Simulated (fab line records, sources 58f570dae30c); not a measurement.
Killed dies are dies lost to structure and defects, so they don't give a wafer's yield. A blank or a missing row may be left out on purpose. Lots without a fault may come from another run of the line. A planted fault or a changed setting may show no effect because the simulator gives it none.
Which tool did it? | flow berkeley_cmos170 | 14 lots, 42 wafers sampled, at 1 step of a route of 331

WHAT THE GAUGES READ, wafer by wafer
The record holds no reading of a measuring or inspecting step that can be judged against a usual standard deviation.

WHICH TOOL RAN EACH LOT (tool, then ch and the chambers of the sampled wafers, then the start)
lot  | UCB170_NWELL_IMPLANT_14
L505 | implanter-01 ch 0, day 2 11:47
L504 | implanter-04 ch 0, day 2 12:00
L508 | implanter-04 ch 0, day 3 14:10
L509 | implanter-02 ch 0, day 3 14:13
L513 | implanter-02 ch 0, day 4 06:04
L517 | implanter-01 ch 0, day 5 05:26
L519 | implanter-04 ch 0, day 5 17:35
L518 | implanter-01 ch 0, day 5 17:41
L521 | implanter-04 ch 0, day 6 02:15
L523 | implanter-04 ch 0, day 6 11:33
L524 | implanter-04 ch 0, day 6 20:48
L525 | implanter-04 ch 0, day 6 21:14
L526 | implanter-02 ch 0, day 7 04:05
L527 | implanter-01 ch 0, day 7 04:38
- UCB170_NWELL_IMPLANT_14

WHAT THE TOOLS THEMSELVES READ (means of the sampled wafers that have a number; where no wafer has one, the mark that the record gives instead)
UCB170_NWELL_IMPLANT_14.
lot  | tool         | dose_ions_cm2
L505 | implanter-01 | 1e+13
L504 | implanter-04 | 1e+13
L508 | implanter-04 | 1e+13
L509 | implanter-02 | 1e+13
L513 | implanter-02 | 1e+13
L517 | implanter-01 | 1e+13
L519 | implanter-04 | 1e+13
L518 | implanter-01 | 1e+13
L521 | implanter-04 | 1e+13
L523 | implanter-04 | 1e+13
L524 | implanter-04 | 1e+13
L525 | implanter-04 | 1e+13
L526 | implanter-02 | 1e+13
L527 | implanter-01 | 1e+13

THE ANSWER, worked out from the rows above alone
Rule: what is usual is taken from the lots themselves. Put in order of their means at a reading, lots are off if they are a third of the lots or fewer, leave a main group of 4 or more, and stand apart from it by a gap of 3 or more times the standard deviation of the main group's means; of several such gaps the widest counts. A main group whose means are all the same, to the digits that the tables above print for the reading, isn't used. A lot without any number at a reading at which 4 lots or more have one is off too. The other lots that the step has rows for count as sound. The gauges are gone through in route order, then the tools' own readings, and for those a lot's mean is taken as printed above. The first step at which some lot is off is used, and at that step the reading that is off furthest; a lot without a number counts as furthest.
No lot is off at any reading shown: from this, nothing can be told.

WHAT THE SIMULATOR HAD PUT IN
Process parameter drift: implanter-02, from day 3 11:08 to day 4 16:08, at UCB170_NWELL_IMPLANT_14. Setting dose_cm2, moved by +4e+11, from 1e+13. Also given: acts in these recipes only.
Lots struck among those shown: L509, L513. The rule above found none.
